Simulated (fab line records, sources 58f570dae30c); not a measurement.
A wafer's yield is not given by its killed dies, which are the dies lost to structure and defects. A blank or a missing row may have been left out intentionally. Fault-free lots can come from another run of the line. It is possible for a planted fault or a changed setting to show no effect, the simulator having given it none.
fab line records	flow berkeley_cmos170	part 1 of 2: steps 1 to 29 of 43
record lots=5	wafers=15	last_day=13
route steps=331 shown NWELL@22 PWELL@34 WELLDRIVE@55 ACTIVE@60
lots that met no fault: taken from a fault-free run of the same line
start_h: start of the lot's first displayed wafer, in hours after the record's first day	wait_h: how many hours have passed since the lot's step before this one	" identical to the entry in the row above	L1.1+2: several wafers, shown together as one row	- no value, or no start was given	* or withheld: withheld	< > ~ a bound
route shown NAME@n: names a module that has steps shown in the file, with the first one's number in the route	usual: mean and standard deviation over wafers with no fault	same: alike in all rows	chamber/n: place in a boat	sites: readings site by site	_std_site: the values' standard deviation	_edge_site: outer sites' mean less inner sites'	radius_mm: for every site, how far away it sits from the centre of the wafer	mask NAME#n: copy n	behind: the tool/chamber that last shaped the wafer	hold: the reason the lot was held/the length of the hold in hours/how it ended	device: names the non-switching transistor (n, p or np)	end of line: the tests these same wafers got at the end of their route	a step with no rows: only its recipe	killed: count of dies lost to structure and defects at first sort (not the wafer's yield)	map: shows each die of a wafer: x if killed, . if not, _ if none is there
set.NAME: setting as actually run; set.NAME@STEP: the setting as run at that earlier step	model.NAME: the simulator's own value behind a step, which no gauge read
lots at selected steps of the route; one table per step, one row per wafer
services: the hour from which a tool's chamber was out of use, counted from the record's first day as start_h (under 0 if before that day), plus the number of hours and why
## steps
# step UCB170_NWELL_SOFTBAKE_08
# recipe resist=KrF	temp_c=130	time_s=60
lot.wafer	tool	chamber	start_h	wait_h
L078.1+4+6	litho_track-01	0	52.48	0.1
L079.4+5+6	litho_track-02	0	65.01	0.1
L083.2+3+5	litho_track-01	0	83.60	0.1
L093.1+2+4	litho_track-01	0	133.88	0.1
L096.1+5+6	litho_track-02	0	149.22	0.1
# step UCB170_NWELL_EXPOSE_09
# recipe mask_id=NWELL	target_cd_nm=3000	na=0.5	sigma_outer=0.6	source_shape=conventional	dose_mj=25
lot.wafer	tool	chamber	start_h	wait_h	mask
L078.1+4+6	krf_scanner-02	0	52.65	0.1	NWELL#0
L079.4+5+6	krf_scanner-02	0	65.14	0.1	NWELL#0
L083.2+3+5	krf_scanner-02	0	83.81	0.2	NWELL#0
L093.1+2+4	krf_scanner-02	0	134.15	0.2	NWELL#0
L096.1+5+6	krf_scanner-01	0	149.49	0.2	NWELL#0
# step UCB170_NWELL_PEB_10
# recipe peb_temp_c=130	peb_time_s=withheld	resist=KrF
lot.wafer	tool	chamber	start_h	wait_h
L078.1+4+6	litho_track-04	0	52.77	0.1
L079.4+5+6	litho_track-01	0	65.57	0.4
L083.2+3+5	litho_track-04	0	84.09	0.3
L093.1+2+4	litho_track-01	0	134.93	0.8
L096.1+5+6	litho_track-04	0	150.09	0.6
# step UCB170_NWELL_DEVELOP_11
# recipe developer=TMAH	develop_time_s=45	resist=KrF	dev_temp_c=21
lot.wafer	tool	chamber	start_h	wait_h
L078.1+4+6	litho_track-04	0	-	-
L079.4+5+6	litho_track-01	0	-	-
L083.2+3+5	litho_track-04	0	-	-
L093.1+2+4	litho_track-01	0	-	-
L096.1+5+6	litho_track-04	0	-	-
# step UCB170_NWELL_OVL_MEAS_12
# usual NWELL_OVL=2/5.4
lot.wafer	tool	chamber	start_h	wait_h	NWELL_OVL[nm]
L078.1	overlay-02	-	53.04	-	-5
L078.4	"	-	"	"	1
L078.6	"	-	"	"	-3
L079.4	overlay-01	-	65.78	-	13
L079.5	"	-	"	"	0
L079.6	"	-	"	"	2
L083.2	overlay-01	-	84.35	-	-3
L083.3	"	-	"	"	-2
L083.5	"	-	"	"	3
L093.1	overlay-02	-	135.20	-	5
L093.2	"	-	"	"	0
L093.4	"	-	"	"	-5
L096.1	overlay-02	-	150.36	-	-4
L096.5	"	-	"	"	2
L096.6	"	-	"	"	-2
# step UCB170_NWELL_ETCH_13
# recipe chemistry=CH3F/Ar/O2	target=Si3N4	stop_on=SiO2	CH3F_flow_sccm=20	Ar_flow_sccm=50	O2_flow_sccm=7	pressure_mtorr=50	rf_w=450	target_depth_a=2464	over_etch_frac=0.1	time_s=154
# usual CH3F_flow_sccm=20.01/0.06	drypump_motor_current_A=5.6/0.38	oes_product_au=0.952/0.018	rf_fwd_power_W=447.6/1.4	throttle_valve_pct=8.02/0.1
lot.wafer	tool	chamber	start_h	wait_h	CH3F_flow_sccm	drypump_motor_current_A	oes_product_au	rf_fwd_power_W	rf_hours_counter_h	throttle_valve_pct
L078.1	rie_diel-01	0	53.08	0.0	19.96	5.3	0.960	447.5	93	8.19
L078.4	"	3	"	"	20.12	5.7	0.980	445.7	100	7.87
L078.6	"	0	"	"	19.98	5.3	0.951	451.7	-	8.18
L079.4	rie_diel-01	0	65.80	0.0	20.06	5.3	0.943	450.1	94	8.16
L079.5	"	1	"	"	19.90	6.2	0.925	446.4	-	8.02
L079.6	"	2	"	"	20.00	5.1	0.958	447.5	-	7.92
L083.2	rie_diel-02	3	84.38	0.0	19.99	5.3	0.943	446.4	96	7.95
L083.3	"	1	"	"	19.99	5.0	0.935	447.3	125	8.04
L083.5	"	3	"	"	20.02	5.3	0.951	445.3	-	7.96
L093.1	rie_diel-02	2	135.24	0.0	19.94	5.7	0.963	448.8	125	8.02
L093.2	"	3	"	"	20.03	5.3	0.958	447.4	98	7.96
L093.4	"	0	"	"	19.87	5.9	0.947	447.2	132	7.90
L096.1	rie_diel-02	3	150.40	0.0	20.06	5.3	0.958	447.2	99	7.96
L096.5	"	2	"	"	20.07	5.7	0.967	447.9	-	8.00
L096.6	"	1	"	"	19.99	5.0	0.929	446.4	-	8.01
# step UCB170_NWELL_IMPLANT_14
# recipe species=P	dose_cm2=1e+13	energy_kev=150	tilt_deg=6.871
# usual faraday_current_uA=31.7/0.66
# same implant_ion_amu=31
lot.wafer	tool	chamber	start_h	wait_h	faraday_current_uA
L078.1	implanter-01	0	53.18	0.1	32.6
L078.4	"	0	"	"	32.5
L078.6	"	0	"	"	30.9
L079.4	implanter-01	0	65.98	0.1	32.0
L079.5	"	0	"	"	32.3
L079.6	"	0	"	"	31.6
L083.2	implanter-04	0	84.51	0.1	32.0
L083.3	"	0	"	"	32.2
L083.5	"	0	"	"	31.1
L093.1	implanter-02	0	135.34	0.1	30.7
L093.2	"	0	"	"	31.8
L093.4	"	0	"	"	31.3
L096.1	implanter-01	0	150.50	0.1	32.0
L096.5	"	0	"	"	31.0
L096.6	"	0	"	"	31.3
# step UCB170_NWELL_STRIP_15
# recipe chemistry=O2	power_w=400	pressure_mtorr=3500	platen_temp_c=withheld	o2_flow_sccm=400	overash_fraction=0.5
# usual drypump_motor_current_A=5.47/0.24	o2_flow_sccm=399.9/1.1	oes_product_au=0.721/0.0039	strip_time_to_endpoint_s=18.03/0.11
lot.wafer	tool	chamber	start_h	wait_h	drypump_motor_current_A	o2_flow_sccm	oes_product_au	rf_hours_counter_h	strip_time_to_endpoint_s
L078.1	plasma_asher-03	0	53.33	0.1	5.49	401.3	0.724	32	18.11
L078.4	"	1	"	"	5.37	400.2	0.720	-	18.10
L078.6	"	0	"	"	5.54	399.6	0.726	-	18.12
L079.4	plasma_asher-02	1	66.09	0.1	5.90	400.4	0.717	-	18.01
L079.5	"	0	"	"	5.18	401.6	0.722	-	18.09
L079.6	"	1	"	"	5.88	400.1	0.718	-	18.05
L083.2	plasma_asher-01	0	84.63	0.1	5.41	399.1	0.728	34	17.96
L083.3	"	0	"	"	5.40	398.5	0.723	-	18.04
L083.5	"	1	"	"	5.44	399.6	0.723	-	18.00
L093.1	plasma_asher-03	1	135.49	0.1	5.36	399.3	0.721	2	18.11
L093.2	"	0	"	"	5.48	400.4	0.722	2	17.97
L093.4	"	1	"	"	5.35	400.3	0.718	-	18.17
L096.1	plasma_asher-03	0	150.65	0.1	5.43	398.9	0.717	4	17.98
L096.5	"	0	"	"	5.49	399.1	0.729	-	18.08
L096.6	"	1	"	"	5.36	399.1	0.723	-	17.95
# step UCB170_NWELL_TW_MEAS_16
# usual NWELL_TW=1246/5.9
lot.wafer	tool	chamber	start_h	wait_h	NWELL_TW
L078.1	film_metro-03	-	53.43	0.1	1242
L078.4	"	-	"	"	1248
L078.6	"	-	"	"	1245
L079.4	film_metro-02	-	66.18	0.1	1250
L079.5	"	-	"	"	1239
L079.6	"	-	"	"	1248
L083.2	film_metro-01	-	84.74	0.1	1245
L083.3	"	-	"	"	1235
L083.5	"	-	"	"	1243
L093.1	film_metro-02	-	135.59	0.1	1256
L093.2	"	-	"	"	1260
L093.4	"	-	"	"	1256
L096.1	film_metro-03	-	150.75	0.1	1244
L096.5	"	-	"	"	1245
L096.6	"	-	"	"	1232
# step UCB170_NWELL_CLEAN_17
# recipe chemistry=SPM	temp_c=120	time_s=600
# usual bath_guard_temp_C=119.8/0.53
lot.wafer	tool	chamber	start_h	wait_h	bath_guard_temp_C
L078.1	wet_bench-01	3	54.24	0.8	120.6
L078.4	"	3	"	"	120.0
L078.6	"	3	"	"	120.3
L079.4	wet_bench-04	0	66.21	0.0	119.1
L079.5	"	0	"	"	119.0
L079.6	"	0	"	"	119.1
L083.2	wet_bench-01	3	86.58	1.8	120.2
L083.3	"	3	"	"	120.8
L083.5	"	3	"	"	120.0
L093.1	wet_bench-01	3	135.65	0.1	120.0
L093.2	"	3	"	"	120.6
L093.4	"	3	"	"	120.4
L096.1	wet_bench-04	3	150.81	0.1	119.9
L096.5	"	3	"	"	120.2
L096.6	"	3	"	"	120.2
# step UCB170_NWELL_WET_ETCH_18
# recipe chemistry=H3PO4	target=Si3N4	temp_c=160	time_s=14400
# usual bath_guard_temp_C=160.0/0.4
lot.wafer	tool	chamber	start_h	wait_h	bath_guard_temp_C
L078.1	wet_bench-03	0	54.49	0.1	159.0
L078.4	"	0	"	"	159.3
L078.6	"	0	"	"	159.0
L079.4	wet_bench-01	2	66.41	0.0	159.3
L079.5	"	2	"	"	159.6
L079.6	"	2	"	"	159.8
L083.2	wet_bench-01	3	86.77	0.0	160.5
L083.3	"	3	"	"	160.0
L083.5	"	3	"	"	160.1
L093.1	wet_bench-01	3	135.92	0.1	160.2
L093.2	"	3	"	"	160.1
L093.4	"	3	"	"	160.8
L096.1	wet_bench-01	0	151.32	0.3	159.8
L096.5	"	0	"	"	159.9
L096.6	"	0	"	"	159.9
# step UCB170_NWELL_WET_ETCH_19
# recipe chemistry=BOE	dilution=5:1	target=SiO2	temp_c=25	time_s=22
lot.wafer	tool	chamber	start_h	wait_h
L078.1+4+6	wet_bench-01	3	58.87	0.0
L079.4+5+6	wet_bench-03	3	70.41	0.0
L083.2+3+5	wet_bench-04	0	90.78	0.0
L093.1+2+4	wet_bench-03	3	140.29	0.0
L096.1+5+6	wet_bench-04	3	155.33	0.0
# step UCB170_PWELL_CLEAN_00
# recipe chemistry=SPM	temp_c=120	time_s=600
# usual bath_guard_temp_C=119.9/0.43
lot.wafer	tool	chamber	start_h	wait_h	bath_guard_temp_C
L078.1	wet_bench-04	3	58.88	0.0	120.3
L078.4	"	3	"	"	120.0
L078.6	"	3	"	"	120.3
L079.4	wet_bench-01	0	70.43	0.0	119.8
L079.5	"	0	"	"	119.5
L079.6	"	0	"	"	119.9
L083.2	wet_bench-04	0	90.79	0.0	119.2
L083.3	"	0	"	"	118.9
L083.5	"	0	"	"	119.2
L093.1	wet_bench-01	2	140.31	0.0	119.7
L093.2	"	2	"	"	119.8
L093.4	"	2	"	"	119.6
L096.1	wet_bench-03	2	155.34	0.0	120.4
L096.5	"	2	"	"	120.1
L096.6	"	2	"	"	120.2
# step UCB170_PWELL_CLEAN_01
# recipe chemistry=dHF	dilution=25:1	time_s=60
lot.wafer	tool	chamber	start_h	wait_h
L078.1+4+6	wet_bench-04	3	59.07	0.0
L079.4+5+6	wet_bench-03	1	70.60	0.0
L083.2+3+5	wet_bench-04	1	91.14	0.2
L093.1+2+4	wet_bench-03	1	140.52	0.0
L096.1+5+6	wet_bench-01	3	155.52	0.0
# step UCB170_PWELL_OXIDATION_02
# recipe temp_c=1000	ambient=O2	target_thk_a=264	ox_time_s=1260
lot.wafer	tool	chamber	start_h	wait_h
L078.1+4+6	furnace-02	0	67.63	8.5
L079.4+5+6	furnace-02	0	76.98	6.4
L083.2+3+5	furnace-02	0	92.53	1.4
L093.1+2+4	furnace-01	0	145.68	5.1
L096.1+5+6	furnace-01	0	160.03	4.5
# step UCB170_PWELL_THK_MEAS_03
# recipe reads=SiO2_of_PWELL_OXIDATION_02
# usual PWELL_OXIDE_THK=26.7/0.38
lot.wafer	tool	chamber	start_h	wait_h	PWELL_OXIDE_THK[nm]
L078.1	film_metro-01	-	68.98	0.0	27.4
L078.4	"	-	"	"	27.5
L078.6	"	-	"	"	27.7
L079.4	film_metro-02	-	78.36	0.0	26.6
L079.5	"	-	"	"	26.6
L079.6	"	-	"	"	26.6
L083.2	film_metro-02	-	93.89	0.0	26.8
L083.3	"	-	"	"	26.7
L083.5	"	-	"	"	26.5
L093.1	film_metro-02	-	147.03	0.0	26.7
L093.2	"	-	"	"	26.3
L093.4	"	-	"	"	26.6
L096.1	film_metro-01	-	161.38	0.0	26.8
L096.5	"	-	"	"	27.0
L096.6	"	-	"	"	26.9
# step UCB170_PWELL_ANNEAL_04
# recipe temp_c=1000	time_s=900	ambient=N2
lot.wafer	tool	chamber	start_h	wait_h
L078.1+4+6	furnace-02	0	74.23	5.2
L079.4+5+6	furnace-01	0	82.41	4.0
L083.2+3+5	furnace-04	0	100.18	6.3
L093.1+2+4	furnace-04	0	150.91	3.9
L096.1+5+6	furnace-02	0	165.75	4.4
# step UCB170_PWELL_CVD_05
# recipe material=Si3N4	target_thk_nm=220	temp_c=800	precursor=SiH2Cl2/NH3	time_s=3300	pressure_mtorr=200	sih2cl2_flow_sccm=25	nh3_flow_sccm=75
lot.wafer	tool	chamber	start_h	wait_h
L078.1+4+6	lpcvd-01	1	75.48	0.0
L079.4+5+6	lpcvd-01	0	83.76	0.1
L083.2+3+5	lpcvd-01	1	101.43	0.0
L093.1+2+4	lpcvd-02	0	152.16	0.0
L096.1+5+6	lpcvd-01	0	167.56	0.6
# step UCB170_PWELL_THK_MEAS_06
# recipe reads=Si3N4_of_PWELL_CVD_05
# usual PWELL_NITRIDE_THK=219.6/2.3
lot.wafer	tool	chamber	start_h	wait_h	PWELL_NITRIDE_THK[nm]
L078.1	film_metro-04	-	77.40	0.0	221.9
L078.4	"	-	"	"	223.1
L078.6	"	-	"	"	222.0
L079.4	film_metro-01	-	85.71	0.0	219.7
L079.5	"	-	"	"	218.3
L079.6	"	-	"	"	219.2
L083.2	film_metro-04	-	103.36	0.0	222.9
L083.3	"	-	"	"	223.3
L083.5	"	-	"	"	221.8
L093.1	film_metro-02	-	155.03	0.0	216.7
L093.2	"	-	"	"	218.8
L093.4	"	-	"	"	219.6
L096.1	film_metro-02	-	169.48	0.0	218.2
L096.5	"	-	"	"	217.3
L096.6	"	-	"	"	218.6
# step UCB170_PWELL_HMDS_07
# recipe prime_time_s=60	prime_temp_c=100
lot.wafer	tool	chamber	start_h	wait_h
L078.1+4+6	litho_track-04	0	77.57	0.2
L079.4+5+6	litho_track-02	0	86.57	0.8
L083.2+3+5	litho_track-04	0	103.89	0.5
L093.1+2+4	litho_track-02	0	155.10	0.1
L096.1+5+6	litho_track-03	0	169.54	0.1
# step UCB170_PWELL_COAT_08
# recipe resist=KrF	spin_rpm=1500	resist_thk_nm=900
lot.wafer	tool	chamber	start_h	wait_h
L078.1+4+6	litho_track-04	0	77.72	0.1
L079.4+5+6	litho_track-02	0	86.72	0.1
L083.2+3+5	litho_track-04	0	104.04	0.1
L093.1+2+4	litho_track-02	0	155.25	0.1
L096.1+5+6	litho_track-03	0	169.69	0.1
# step UCB170_PWELL_SOFTBAKE_09
# recipe resist=KrF	temp_c=130	time_s=60
lot.wafer	tool	chamber	start_h	wait_h
L078.1+4+6	litho_track-04	0	77.87	0.1
L079.4+5+6	litho_track-02	0	86.87	0.1
L083.2+3+5	litho_track-04	0	104.19	0.1
L093.1+2+4	litho_track-02	0	155.40	0.1
L096.1+5+6	litho_track-03	0	169.84	0.1
# step UCB170_PWELL_EXPOSE_10
# recipe mask_id=PWELL	target_cd_nm=3000	na=0.5	sigma_outer=0.6	source_shape=conventional	dose_mj=19
lot.wafer	tool	chamber	start_h	wait_h	mask
L078.1+4+6	krf_scanner-02	0	78.26	0.4	PWELL#0
L079.4+5+6	krf_scanner-02	0	87.00	0.1	PWELL#0
L083.2+3+5	krf_scanner-01	0	104.46	0.2	PWELL#0
L093.1+2+4	krf_scanner-01	0	155.55	0.1	PWELL#0
L096.1+5+6	krf_scanner-01	0	169.99	0.1	PWELL#0
# step UCB170_PWELL_PEB_11
# recipe peb_temp_c=130	peb_time_s=withheld	resist=KrF
lot.wafer	tool	chamber	start_h	wait_h
L078.1+4+6	litho_track-02	0	78.65	0.4
L079.4+5+6	litho_track-03	0	87.36	0.3
L083.2+3+5	litho_track-03	0	104.90	0.4
L093.1+2+4	litho_track-04	0	155.79	0.2
L096.1+5+6	litho_track-03	0	170.26	0.3
# step UCB170_PWELL_DEVELOP_12
# recipe developer=TMAH	develop_time_s=43.91	resist=KrF	dev_temp_c=21
lot.wafer	tool	chamber	start_h	wait_h
L078.1+4+6	litho_track-02	0	-	-
L079.4+5+6	litho_track-03	0	-	-
L083.2+3+5	litho_track-03	0	-	-
L093.1+2+4	litho_track-04	0	-	-
L096.1+5+6	litho_track-03	0	-	-
# step UCB170_PWELL_OVL_MEAS_13
# usual PWELL_OVL=1/5.6
lot.wafer	tool	chamber	start_h	wait_h	PWELL_OVL[nm]
L078.1	overlay-01	-	78.92	-	4
L078.4	"	-	"	"	6
L078.6	"	-	"	"	2
L079.4	overlay-01	-	87.57	-	-1
L079.5	"	-	"	"	-2
L079.6	"	-	"	"	-3
L083.2	overlay-02	-	105.16	-	-2
L083.3	"	-	"	"	-6
L083.5	"	-	"	"	-2
L093.1	overlay-01	-	156.07	-	-10
L093.2	"	-	"	"	10
L093.4	"	-	"	"	-4
L096.1	overlay-01	-	170.54	-	-2
L096.5	"	-	"	"	7
L096.6	"	-	"	"	2
# step UCB170_PWELL_ETCH_14
# recipe chemistry=CH3F/Ar/O2	target=Si3N4	stop_on=SiO2	CH3F_flow_sccm=20	Ar_flow_sccm=50	O2_flow_sccm=7	pressure_mtorr=50	rf_w=450	target_depth_a=2420	over_etch_frac=0.1	time_s=151
# usual CH3F_flow_sccm=20.01/0.059	drypump_motor_current_A=5.6/0.39	oes_product_au=0.950/0.016	rf_fwd_power_W=447.6/1.4	throttle_valve_pct=8.08/0.12
lot.wafer	tool	chamber	start_h	wait_h	CH3F_flow_sccm	drypump_motor_current_A	oes_product_au	rf_fwd_power_W	rf_hours_counter_h	throttle_valve_pct
L078.1	rie_diel-02	0	78.96	0.0	19.98	5.9	0.950	448.2	129	7.90
L078.4	"	3	"	"	19.97	5.3	0.965	446.0	95	7.95
L078.6	"	1	"	"	19.98	5.0	0.942	446.4	-	8.03
L079.4	rie_diel-04	2	87.64	0.1	19.96	5.6	0.946	450.2	-	8.09
L079.5	"	3	"	"	20.10	6.1	0.966	447.5	-	8.01
L079.6	"	1	"	"	19.94	5.3	0.950	449.8	-	8.21
L083.2	rie_diel-04	3	105.19	0.0	19.92	6.1	0.986	447.7	15	7.99
L083.3	"	2	"	"	19.95	5.6	0.953	447.6	160	8.09
L083.5	"	3	"	"	19.93	6.1	0.979	448.5	-	8.00
L093.1	rie_diel-04	3	156.11	0.0	20.01	6.1	0.964	447.8	18	8.00
L093.2	"	1	"	"	19.97	5.3	0.938	447.5	12	8.21
L093.4	"	1	"	"	19.97	5.3	0.941	450.0	-	8.20
L096.1	rie_diel-04	0	170.57	0.0	20.05	5.6	0.947	448.7	113	7.98
L096.5	"	2	"	"	20.07	5.6	0.932	446.2	-	8.08
L096.6	"	3	"	"	20.04	6.1	0.971	447.3	-	8.02
# step UCB170_PWELL_IMPLANT_15
# recipe species=B	dose_cm2=5e+12	energy_kev=60	tilt_deg=7
# usual faraday_current_uA=15.9/0.32
# same implant_ion_amu=11
lot.wafer	tool	chamber	start_h	wait_h	faraday_current_uA
L078.1	implanter-03	0	79.06	0.1	15.5
L078.4	"	0	"	"	15.8
L078.6	"	0	"	"	15.5
L079.4	implanter-03	0	87.77	0.1	15.6
L079.5	"	0	"	"	15.4
L079.6	"	0	"	"	16.4
L083.2	implanter-03	0	105.31	0.1	16.1
L083.3	"	0	"	"	15.9
L083.5	"	0	"	"	15.9
L093.1	implanter-02	0	156.21	0.1	16.1
L093.2	"	0	"	"	16.5
L093.4	"	0	"	"	15.9
L096.1	implanter-03	0	170.67	0.1	15.8
L096.5	"	0	"	"	15.5
L096.6	"	0	"	"	16.2
# step UCB170_PWELL_STRIP_16
# recipe chemistry=O2	power_w=400	pressure_mtorr=3500	platen_temp_c=withheld	o2_flow_sccm=400	overash_fraction=0.5
# usual drypump_motor_current_A=5.56/0.27	o2_flow_sccm=400.2/1.2	oes_product_au=0.720/0.0045	strip_time_to_endpoint_s=18.08/0.11
lot.wafer	tool	chamber	start_h	wait_h	drypump_motor_current_A	o2_flow_sccm	oes_product_au	rf_hours_counter_h	strip_time_to_endpoint_s
L078.1	plasma_asher-04	0	79.21	0.1	5.86	398.5	0.716	28	18.07
L078.4	"	1	"	"	5.46	398.1	0.722	-	17.98
L078.6	"	0	"	"	5.82	396.9	0.718	-	18.01
L079.4	plasma_asher-04	0	87.88	0.1	5.85	400.6	0.723	-	18.06
L079.5	"	0	"	"	5.87	401.0	0.717	-	18.17
L079.6	"	1	"	"	5.45	400.4	0.717	-	18.13
L083.2	plasma_asher-04	1	105.44	0.1	5.47	401.1	0.722	31	18.06
L083.3	"	0	"	"	5.86	399.6	0.723	-	17.86
L083.5	"	0	"	"	5.83	399.2	0.721	-	18.10
L093.1	plasma_asher-01	1	156.36	0.1	5.48	401.2	0.719	42	18.05
L093.2	"	0	"	"	5.40	402.2	0.714	42	18.17
L093.4	"	1	"	"	5.45	399.1	0.720	-	18.17
L096.1	plasma_asher-01	0	170.82	0.1	5.39	399.3	0.721	44	18.07
L096.5	"	0	"	"	5.41	399.5	0.718	-	17.89
L096.6	"	1	"	"	5.44	399.8	0.726	-	18.08
